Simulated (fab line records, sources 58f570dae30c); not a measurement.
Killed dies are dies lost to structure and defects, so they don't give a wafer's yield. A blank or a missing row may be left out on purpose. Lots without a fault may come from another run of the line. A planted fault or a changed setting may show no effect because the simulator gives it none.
fab line records | flow berkeley_cmos170
record lots=5 wafers=23
route steps=331 shown PSD@183 NSD@195 BACKSIDE@202 SDANNEAL@204 PLDD@208 SILICIDE@211 CONTACT@228
start_h: hours from the record's first day to the start of the lot's first wafer shown | wait_h: hours since the lot's step before | " the same as in the row above | L1.1+2: a row that stands for several wafers | - no value, or no start given | * or withheld: withheld | < > ~ a bound
route shown NAME@n: a module of which the file shows steps, and the number in the route of the first | usual: mean/standard deviation of fault-free wafers | same: alike in all rows | chamber/n: place in a boat | sites: the reading at each site | _std_site: their standard deviation | _edge_site: outer sites' mean less inner sites' | radius_mm: how far each site lies from the wafer's centre | mask NAME#n: copy n | behind: the tool/chamber that last shaped the wafer | hold: why the lot was held/for how many hours/how that ended | device: the transistor (n, p or np) that didn't switch | end of line: the same wafers' tests at the end of the route | a step without rows: its recipe alone | killed: dies lost to structure and defects at the first sort, not the wafer's yield | map: a wafer's dies, x killed, . not, _ none there
set.NAME: the setting as run; set.NAME@STEP: as run at that earlier step | model.NAME: the simulator's own value behind a step, which no gauge read
lots whose settings were changed on purpose; a table a step, a row a wafer
## steps
# step UCB170_PSD_IMPLANT_08
# recipe species=B dose_cm2=3e+15 energy_kev=20 tilt_deg=7
# columns lot.wafer tool chamber start_h wait_h set.dose_cm2
L075.1+2 implanter-02 0 143.54 0.0 3e+15
L075.4+5+6 " 0 " " 2.851e+15
L080.1+2+6 implanter-04 0 164.78 0.0 3.198e+15
L080.4+5 " 0 " " 3e+15
L081.1+3+4 implanter-02 0 164.80 0.0 3.185e+15
L081.2+5 " 0 " " 3e+15
L083.3+4+5 implanter-02 0 181.82 0.1 3e+15
L085.1+3+4 implanter-01 0 182.13 0.0 2.826e+15
L085.5+6 " 0 " " 3e+15
# step UCB170_PSD_STRIP_09
# recipe chemistry=O2 power_w=400 pressure_mtorr=3500 platen_temp_c=withheld o2_flow_sccm=400 overash_fraction=0.5
# usual strip_time_to_endpoint_s=29.40/0.09
# columns lot.wafer tool chamber start_h wait_h set.dose_cm2@PSD_IMPLANT_08 strip_time_to_endpoint_s
L075.1 plasma_asher-03 1 143.69 0.1 3e+15 29.56
L075.2 " 0 " " 3e+15 29.58
L075.4 " 1 " " 2.851e+15 28.99
L075.5 " 1 " " 2.851e+15 29.01
L075.6 " 0 " " 2.851e+15 28.97
L080.1 plasma_asher-02 0 164.93 0.1 3.198e+15 30.04
L080.2 " 1 " " 3.198e+15 29.98
L080.4 " 0 " " 3e+15 29.33
L080.5 " 1 " " 3e+15 29.37
L080.6 " 0 " " 3.198e+15 30.07
L081.1 plasma_asher-01 0 164.95 0.1 3.185e+15 30.13
L081.2 " 1 " " 3e+15 29.40
L081.3 " 0 " " 3.185e+15 30.08
L081.4 " 1 " " 3.185e+15 30.10
L081.5 " 0 " " 3e+15 29.52
L083.3 plasma_asher-01 0 181.95 0.1 3e+15 29.35
L083.4 " 1 " " 3e+15 29.43
L083.5 " 1 " " 3e+15 29.35
L085.1 plasma_asher-03 1 182.28 0.1 2.826e+15 28.81
L085.3 " 1 " " 2.826e+15 28.67
L085.4 " 0 " " 2.826e+15 28.70
L085.5 " 1 " " 3e+15 29.40
L085.6 " 0 " " 3e+15 29.41
# step UCB170_PSD_TW_MEAS_10
# usual PSD_TW=2315/15
# columns lot.wafer tool chamber start_h wait_h set.dose_cm2@PSD_IMPLANT_08 PSD_TW
L075.1 film_metro-02 - 143.79 0.1 3e+15 2318
L075.2 " - " " 3e+15 2302
L075.4 " - " " 2.851e+15 2289
L075.5 " - " " 2.851e+15 2288
L075.6 " - " " 2.851e+15 2279
L080.1 film_metro-02 - 165.03 0.1 3.198e+15 2371
L080.2 " - " " 3.198e+15 2385
L080.4 " - " " 3e+15 2327
L080.5 " - " " 3e+15 2333
L080.6 " - " " 3.198e+15 2383
L081.1 film_metro-04 - 165.05 0.1 3.185e+15 2359
L081.2 " - " " 3e+15 2322
L081.3 " - " " 3.185e+15 2351
L081.4 " - " " 3.185e+15 2349
L081.5 " - " " 3e+15 2316
L083.3 film_metro-04 - 182.04 0.1 3e+15 2308
L083.4 " - " " 3e+15 2325
L083.5 " - " " 3e+15 2322
L085.1 film_metro-03 - 182.38 0.1 2.826e+15 2253
L085.3 " - " " 2.826e+15 2229
L085.4 " - " " 2.826e+15 2252
L085.5 " - " " 3e+15 2281
L085.6 " - " " 3e+15 2297
# step UCB170_NSD_IMPLANT_08
# recipe species=P dose_cm2=3e+15 energy_kev=40 tilt_deg=7
# columns lot.wafer tool chamber start_h wait_h set.dose_cm2
L075.1+2+4 implanter-01 0 147.65 0.0 2.834e+15
L075.5+6 " 0 " " 3e+15
L080.1+4+5 implanter-01 0 167.88 0.0 3.086e+15
L080.2+6 " 0 " " 3e+15
L081.1+3 implanter-04 0 167.88 0.0 2.929e+15
L081.2+4+5 " 0 " " 3e+15
L085.1+3+5 implanter-04 0 184.41 0.0 3.18e+15
L085.4+6 " 0 " " 3e+15
L083.3+4+5 implanter-03 0 184.42 0.1 3e+15
# step UCB170_NSD_STRIP_09
# recipe chemistry=O2 power_w=400 pressure_mtorr=3500 platen_temp_c=withheld o2_flow_sccm=400 overash_fraction=0.5
# usual strip_time_to_endpoint_s=35.85/0.064
# columns lot.wafer tool chamber start_h wait_h set.dose_cm2@NSD_IMPLANT_08 strip_time_to_endpoint_s
L075.1 plasma_asher-01 1 147.80 0.1 2.834e+15 35.32
L075.2 " 0 " " 2.834e+15 35.31
L075.4 " 0 " " 2.834e+15 35.31
L075.5 " 1 " " 3e+15 35.86
L075.6 " 0 " " 3e+15 35.89
L080.1 plasma_asher-03 0 168.03 0.1 3.086e+15 36.14
L080.2 " 1 " " 3e+15 35.87
L080.4 " 1 " " 3.086e+15 36.16
L080.5 " 0 " " 3.086e+15 36.23
L080.6 " 1 " " 3e+15 35.85
L081.1 plasma_asher-01 1 168.03 0.1 2.929e+15 35.60
L081.2 " 0 " " 3e+15 35.82
L081.3 " 0 " " 2.929e+15 35.62
L081.4 " 1 " " 3e+15 35.82
L081.5 " 0 " " 3e+15 35.85
L083.3 plasma_asher-01 0 184.55 0.1 3e+15 35.90
L083.4 " 1 " " 3e+15 35.90
L083.5 " 1 " " 3e+15 35.94
L085.1 plasma_asher-04 0 184.56 0.1 3.18e+15 36.42
L085.3 " 1 " " 3.18e+15 36.43
L085.4 " 0 " " 3e+15 35.83
L085.5 " 0 " " 3.18e+15 36.42
L085.6 " 1 " " 3e+15 35.83
# step UCB170_BACKSIDE_STRIP_03
# recipe chemistry=O2 power_w=400 pressure_mtorr=3500 platen_temp_c=withheld o2_flow_sccm=400 overash_fraction=0.5
# usual oes_product_au=0.735/0.0042 strip_time_to_endpoint_s=21.98/0.051
# columns lot.wafer tool chamber start_h wait_h set.power_w oes_product_au strip_time_to_endpoint_s
L075.1 plasma_asher-02 1 148.82 0.2 400 0.738 21.96
L075.2 " 0 " " 355.6 0.690 23.95
L075.4 " 1 " " 355.6 0.693 24.00
L075.5 " 0 " " 355.6 0.700 23.97
L075.6 " 1 " " 400 0.733 21.90
L080.1 plasma_asher-02 1 169.99 0.1 425.3 0.766 21.01
L080.2 " 0 " " 400 0.738 21.98
L080.4 " 1 " " 400 0.731 22.01
L080.5 " 0 " " 425.3 0.758 21.04
L080.6 " 1 " " 400 0.734 22.04
L081.1 plasma_asher-03 0 170.35 0.1 400 0.735 22.07
L081.2 " 1 " " 400 0.738 22.01
L081.3 " 1 " " 400 0.727 22.05
L081.4 " 0 " " 400 0.740 21.94
L081.5 " 1 " " 400 0.737 22.02
L083.3 plasma_asher-03 0 185.33 0.1 400 0.736 21.90
L083.4 " 1 " " 400 0.740 21.99
L083.5 " 0 " " 400 0.730 21.97
L085.1 plasma_asher-04 1 185.48 0.1 400 0.730 22.00
L085.3 " 0 " " 400 0.738 21.92
L085.4 " 1 " " 400 0.736 21.90
L085.5 " 1 " " 400 0.736 21.99
L085.6 " 0 " " 400 0.732 21.96
# step UCB170_BACKSIDE_CLEAN_04
# recipe chemistry=SPM temp_c=120 time_s=600
# step UCB170_SDANNEAL_RTA_00
# recipe temp_c=900 time_s=10 ambient=N2
# step UCB170_SDANNEAL_RTA_01
# recipe temp_c=1050 time_s=5 ambient=N2
# step UCB170_SDANNEAL_RS_MEAS_02
# recipe thk_meas_gauge=four-point-probe
# usual PSD_RS=75.5/0.38
# columns lot.wafer tool chamber start_h wait_h set.dose_cm2@PSD_IMPLANT_08 PSD_RS[ohm/sq]
L075.1 film_metro-02 - 149.36 0.1 3e+15 74.8
L075.2 " - " " 3e+15 74.9
L075.4 " - " " 2.851e+15 77.5
L075.5 " - " " 2.851e+15 77.4
L075.6 " - " " 2.851e+15 77.9
L080.1 film_metro-02 - 170.47 0.0 3.198e+15 72.3
L080.2 " - " " 3.198e+15 71.8
L080.4 " - " " 3e+15 75.5
L080.5 " - " " 3e+15 75.7
L080.6 " - " " 3.198e+15 71.8
L081.1 film_metro-03 - 170.78 0.1 3.185e+15 72.0
L081.2 " - " " 3e+15 75.6
L081.3 " - " " 3.185e+15 72.2
L081.4 " - " " 3.185e+15 72.0
L081.5 " - " " 3e+15 75.3
L083.3 film_metro-03 - 185.80 0.1 3e+15 75.9
L083.4 " - " " 3e+15 75.7
L083.5 " - " " 3e+15 76.0
L085.1 film_metro-02 - 185.88 0.0 2.826e+15 78.6
L085.3 " - " " 2.826e+15 79.3
L085.4 " - " " 2.826e+15 79.3
L085.5 " - " " 3e+15 75.6
L085.6 " - " " 3e+15 75.6
# step UCB170_SDANNEAL_RS_MEAS_03
# recipe thk_meas_gauge=four-point-probe
# usual NSD_RS=37.23/0.075
# columns lot.wafer tool chamber start_h wait_h set.dose_cm2@NSD_IMPLANT_08 NSD_RS[ohm/sq]
L075.1 film_metro-02 - 149.48 0.1 2.834e+15 38.38
L075.2 " - " " 2.834e+15 38.33
L075.4 " - " " 2.834e+15 38.29
L075.5 " - " " 3e+15 37.20
L075.6 " - " " 3e+15 37.30
L080.1 film_metro-02 - 170.59 0.1 3.086e+15 36.74
L080.2 " - " " 3e+15 37.17
L080.4 " - " " 3.086e+15 36.70
L080.5 " - " " 3.086e+15 36.63
L080.6 " - " " 3e+15 37.16
L081.1 film_metro-03 - 170.90 0.1 2.929e+15 37.76
L081.2 " - " " 3e+15 37.34
L081.3 " - " " 2.929e+15 37.74
L081.4 " - " " 3e+15 37.25
L081.5 " - " " 3e+15 37.32
L083.3 film_metro-03 - 185.92 0.1 3e+15 37.13
L083.4 " - " " 3e+15 37.26
L083.5 " - " " 3e+15 37.11
L085.1 film_metro-02 - 186.00 0.1 3.18e+15 36.22
L085.3 " - " " 3.18e+15 36.15
L085.4 " - " " 3e+15 37.23
L085.5 " - " " 3.18e+15 36.24
L085.6 " - " " 3e+15 37.08
# step UCB170_SDANNEAL_RS_MEAS_04
# recipe thk_meas_gauge=four-point-probe
# usual PLDD_RS=1031.0/2.8
# columns lot.wafer tool chamber start_h wait_h set.dose_cm2@PLDD_IMPLANT_09 PLDD_RS[ohm/sq]
L075.1 film_metro-02 - 149.60 0.1 5.188e+13 1014.4
L075.2 " - " " 5e+13 1032.3
L075.4 " - " " 5e+13 1028.7
L075.5 " - " " 5.188e+13 1013.9
L075.6 " - " " 5e+13 1026.9
L080.1 film_metro-02 - 170.71 0.1 5e+13 1025.7
L080.2 " - " " 5e+13 1028.3
L080.4 " - " " 5e+13 1025.8
L080.5 " - " " 5e+13 1024.1
L080.6 " - " " 5e+13 1028.0
L081.1 film_metro-03 - 171.02 0.1 4.804e+13 1049.5
L081.2 " - " " 4.804e+13 1053.0
L081.3 " - " " 4.804e+13 1051.9
L081.4 " - " " 5e+13 1036.2
L081.5 " - " " 5e+13 1035.6
L083.3 film_metro-03 - 186.04 0.1 5e+13 1030.2
L083.4 " - " " 5e+13 1031.2
L083.5 " - " " 5e+13 1033.9
L085.1 film_metro-02 - 186.12 0.1 5e+13 1030.3
L085.3 " - " " 5e+13 1032.5
L085.4 " - " " 5e+13 1032.5
L085.5 " - " " 5e+13 1032.4
L085.6 " - " " 5e+13 1029.2
# step UCB170_SILICIDE_SPUTTER_01
# recipe material=Ti target_thk_nm=30 time_s=25 power_w=1500 chamber_pressure_pa=0.5
# columns lot.wafer tool chamber start_h wait_h set.power_w model.Ti_of_SILICIDE_SPUTTER_01.thk_nm
L075.1 pvd_sputter-02 - 149.90 0.0 1500 30.08
L075.2 " - " " 1500 30.09
L075.4 " - " " 1500 30.35
L075.5 " - " " 1500 30.14
L075.6 " - " " 1500 30.04
L080.1 pvd_sputter-03 - 171.02 0.0 1500 30.38
L080.2 " - " " 1500 29.89
L080.4+5 " - " " 1500 30.21
L080.6 " - " " 1500 30.3
L081.1 pvd_sputter-02 - 171.32 0.0 1390 27.57
L081.2 " - " " 1500 29.69
L081.3 " - " " 1500 29.65
L081.4 " - " " 1390 27.55
L081.5 " - " " 1390 27.37
L083.3 pvd_sputter-01 - 186.30 0.0 1500 29.71
L083.4 " - " " 1500 29.88
L083.5 " - " " 1500 29.84
L085.1 pvd_sputter-03 - 186.42 0.0 1387 28.12
L085.3 " - " " 1500 30.58
L085.4 " - " " 1387 28.02
L085.5 " - " " 1500 30.71
L085.6 " - " " 1500 30.16
# step UCB170_SILICIDE_RS_MEAS_02
# recipe thk_meas_gauge=four-point-probe reads=Ti_of_SILICIDE_SPUTTER_01
# usual SILICIDE_TI_RS=26.21/0.29
# columns lot.wafer tool chamber start_h wait_h set.power_w@SILICIDE_SPUTTER_01 SILICIDE_TI_RS[ohm/sq]
L075.1 film_metro-01 - 149.93 0.0 1500 26.05
L075.2 " - " " 1500 26.04
L075.4 " - " " 1500 25.76
L075.5 " - " " 1500 25.95
L075.6 " - " " 1500 26.01
L080.1 film_metro-04 - 171.05 0.0 1500 25.72
L080.2 " - " " 1500 26.18
L080.4 " - " " 1500 25.94
L080.5 " - " " 1500 25.90
L080.6 " - " " 1500 25.85
L081.1 film_metro-01 - 171.35 0.0 1390 28.80
L081.2 " - " " 1500 26.45
L081.3 " - " " 1500 26.47
L081.4 " - " " 1390 28.89
L081.5 " - " " 1390 29.06
L083.3 film_metro-01 - 186.38 0.1 1500 26.41
L083.4 " - " " 1500 26.20
L083.5 " - " " 1500 26.29
L085.1 film_metro-04 - 186.45 0.0 1387 28.19
L085.3 " - " " 1500 25.57
L085.4 " - " " 1387 28.33
L085.5 " - " " 1500 25.41
L085.6 " - " " 1500 25.96
# step UCB170_SILICIDE_THK_MEAS_03
# recipe thk_meas_gauge=xrf reads=Ti_of_SILICIDE_SPUTTER_01
# usual SILICIDE_TI_THK=30.26/0.3
# columns lot.wafer tool chamber start_h wait_h set.power_w@SILICIDE_SPUTTER_01 SILICIDE_TI_THK[nm]
L075.1 film_metro-01 - 150.05 0.1 1500 30.44
L075.2 " - " " 1500 30.47
L075.4 " - " " 1500 30.72
L075.5 " - " " 1500 30.49
L075.6 " - " " 1500 30.36
L080.1 film_metro-04 - 171.17 0.1 1500 30.63
L080.2 " - " " 1500 30.22
L080.4 " - " " 1500 30.81
L080.5 " - " " 1500 30.59
L080.6 " - " " 1500 30.55
L081.1 film_metro-01 - 171.47 0.1 1390 27.87
L081.2 " - " " 1500 30.08
L081.3 " - " " 1500 30.01
L081.4 " - " " 1390 27.93
L081.5 " - " " 1390 27.81
L083.3 film_metro-01 - 186.48 0.1 1500 30.08
L083.4 " - " " 1500 30.34
L083.5 " - " " 1500 30.15
L085.1 film_metro-04 - 186.57 0.1 1387 28.56
L085.3 " - " " 1500 30.96
L085.4 " - " " 1387 28.34
L085.5 " - " " 1500 31.04
L085.6 " - " " 1500 30.73
# step UCB170_CONTACT_EXPOSE_12
# recipe mask_id=CONT target_cd_nm=700 na=0.5 sigma_outer=0.6 source_shape=conventional dose_mj=35
# columns lot.wafer tool chamber start_h wait_h mask set.dose_mj
L075.1+2+6 krf_scanner-02 0 154.17 - CONT#0 33.95
L075.4+5 " 0 " " CONT#0 35
L080.1+4 krf_scanner-02 0 176.33 - CONT#0 35
L080.2+5+6 " 0 " " CONT#0 37.4
L081.1+2+5 krf_scanner-02 0 176.45 - CONT#0 35
L081.3+4 " 0 " " CONT#0 32.79
L083.3+4+5 krf_scanner-01 0 191.69 - CONT#0 35
L085.1+6 krf_scanner-02 0 192.01 - CONT#0 35.98
L085.3+4+5 " 0 " " CONT#0 35
# step UCB170_CONTACT_PEB_13
# recipe peb_temp_c=130 peb_time_s=withheld resist=KrF
# step UCB170_CONTACT_DEVELOP_14
# recipe developer=TMAH develop_time_s=45 resist=KrF dev_temp_c=21
# step UCB170_CONTACT_CD_MEAS_15
# recipe target_cd_nm=700
# usual cd_nm=699.1/1.4
# columns lot.wafer tool chamber start_h wait_h set.dose_mj@CONTACT_EXPOSE_12 cd_nm
L075.1 cd_sem-02 - 154.60 - 33.95 693.8
L075.2 " - " " 33.95 692.5
L075.4 " - " " 35 699.2
L075.5 " - " " 35 698.9
L075.6 " - " " 33.95 693.8
L080.1 cd_sem-01 - 176.73 - 35 697.2
L080.2 " - " " 37.4 709.1
L080.4 " - " " 35 697.2
L080.5 " - " " 37.4 710.9
L080.6 " - " " 37.4 709.7
L081.1 cd_sem-01 - 176.85 - 35 699.4
L081.2 " - " " 35 697.8
L081.3 " - " " 32.79 686.6
L081.4 " - " " 32.79 688.0
L081.5 " - " " 35 698.7
L083.3 cd_sem-02 - 192.47 - 35 700.0
L083.4 " - " " 35 701.0
L083.5 " - " " 35 698.7
L085.1 cd_sem-01 - 193.16 - 35.98 704.8
L085.3 " - " " 35 699.6
L085.4 " - " " 35 701.3
L085.5 " - " " 35 699.5
L085.6 " - " " 35.98 704.8
# step UCB170_CONTACT_ETCH_17
# recipe chemistry=N2/H2 target_depth_a=withheld overetch_a=withheld target=BARC time_s=withheld source_w=500 bias_w=100 pressure_mtorr=30 n2_flow_sccm=100 h2_flow_sccm=200
# columns lot.wafer tool chamber start_h wait_h set.dose_mj@CONTACT_EXPOSE_12 model.CONTACT.cd_nm
L075.1 rie_diel-02 0 154.76 0.0 33.95 694.2
L075.2 " 3 " " 33.95 692.6
L075.4 " 0 " " 35 699
L075.5 " 3 " " 35 698.9
L075.6 " 1 " " 33.95 693.8
L080.1 rie_diel-01 0 176.88 0.0 35 697.4
L080.2 " 3 " " 37.4 709.3
L080.4 " 1 " " 35 697.7
L080.5 " 1 " " 37.4 711.3
L080.6 " 0 " " 37.4 709.8
L081.1 rie_diel-03 0 177.00 0.0 35 699.5
L081.2 " 1 " " 35 697.4
L081.3 " 2 " " 32.79 686.8
L081.4 " 3 " " 32.79 688
L081.5 " 1 " " 35 698.3
L083.3 rie_diel-02 0 192.59 0.0 35 699.5
L083.4 " 2 " " 35 700.2
L083.5 " 2 " " 35 697.7
L085.1+6 rie_diel-01 0,3 193.31 0.0 35.98 705.5
L085.3 " 2 " " 35 700
L085.4 " 1 " " 35 701.4
L085.5 " 2 " " 35 700.1
# step UCB170_CONTACT_ETCH_18
# recipe chemistry=CHF3/CF4/Ar target=PSG stop_on=TiSi2 CHF3_flow_sccm=45 cf4_flow_sccm=15 Ar_flow_sccm=150 pressure_mtorr=200 rf_w=700 target_depth_a=8400 over_etch_frac=0.2 time_s=195
# step UCB170_CONTACT_STRIP_19
# recipe chemistry=O2 power_w=400 pressure_mtorr=3500 platen_temp_c=withheld o2_flow_sccm=400 overash_fraction=0.5
# step UCB170_CONTACT_CD_MEAS_90
# recipe target_cd_nm=700
# usual cd_nm=699.1/1.5
# columns lot.wafer tool chamber start_h wait_h set.dose_mj@CONTACT_EXPOSE_12 cd_nm
L075.1 cd_sem-02 - 155.04 0.1 33.95 694.0
L075.2 " - " " 33.95 691.9
L075.4 " - " " 35 698.6
L075.5 " - " " 35 698.8
L075.6 " - " " 33.95 694.4
L080.1 cd_sem-01 - 177.15 0.1 35 697.5
L080.2 " - " " 37.4 708.7
L080.4 " - " " 35 698.4
L080.5 " - " " 37.4 711.8
L080.6 " - " " 37.4 709.7
L081.1 cd_sem-01 - 177.27 0.1 35 700.8
L081.2 " - " " 35 697.7
L081.3 " - " " 32.79 686.8
L081.4 " - " " 32.79 687.8
L081.5 " - " " 35 698.9
L083.3 cd_sem-02 - 192.89 0.1 35 698.7
L083.4 " - " " 35 699.1
L083.5 " - " " 35 697.0
L085.1 cd_sem-02 - 193.58 0.1 35.98 705.3
L085.3 " - " " 35 699.8
L085.4 " - " " 35 701.6
L085.5 " - " " 35 700.2
L085.6 " - " " 35.98 705.1
## key
split step=UCB170_PSD_IMPLANT_08 setting=dose_cm2 stated=3e+15 by=wafer
response step=UCB170_PSD_STRIP_09 reading=strip_time_to_endpoint_s change=* per=1% r=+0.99
response step=UCB170_PSD_TW_MEAS_10 reading=PSD_TW change=+6.55 per=1% r=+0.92
response step=UCB170_SDANNEAL_RS_MEAS_02 reading=PSD_RS change=-0.563 per=1% r=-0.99
split step=UCB170_NSD_IMPLANT_08 setting=dose_cm2 stated=3e+15 by=wafer
response step=UCB170_NSD_STRIP_09 reading=strip_time_to_endpoint_s change=* per=1% r=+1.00
response step=UCB170_SDANNEAL_RS_MEAS_03 reading=NSD_RS change=-0.176 per=1% r=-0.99
split step=UCB170_BACKSIDE_STRIP_03 setting=power_w stated=400 by=wafer
response step=UCB170_BACKSIDE_STRIP_03 reading=oes_product_au change=+0.00385 per=1% r=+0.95
response step=UCB170_BACKSIDE_STRIP_03 reading=strip_time_to_endpoint_s change=* per=1% r=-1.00
split step=UCB170_SILICIDE_SPUTTER_01 setting=power_w stated=1500 by=wafer
response step=UCB170_SILICIDE_SPUTTER_01 reading=model.Ti_of_SILICIDE_SPUTTER_01.thk_nm change=+0.309 per=1% r=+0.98
response step=UCB170_SILICIDE_RS_MEAS_02 reading=SILICIDE_TI_RS change=-0.341 per=1% r=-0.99
response step=UCB170_SILICIDE_THK_MEAS_03 reading=SILICIDE_TI_THK change=+0.312 per=1% r=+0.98
split step=UCB170_CONTACT_EXPOSE_12 setting=dose_mj stated=35 by=wafer
response step=UCB170_CONTACT_CD_MEAS_15 reading=cd_nm change=+1.82 per=1% r=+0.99
response step=UCB170_CONTACT_ETCH_17 reading=model.CONTACT.cd_nm change=+1.79 per=1% r=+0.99
response step=UCB170_CONTACT_CD_MEAS_90 reading=cd_nm change=+1.8 per=1% r=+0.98
split outside_this_file step=UCB170_PLDD_IMPLANT_09 setting=dose_cm2
# split outside_this_file: this setting was split too, and the file shows its column; the key of that split is in another file
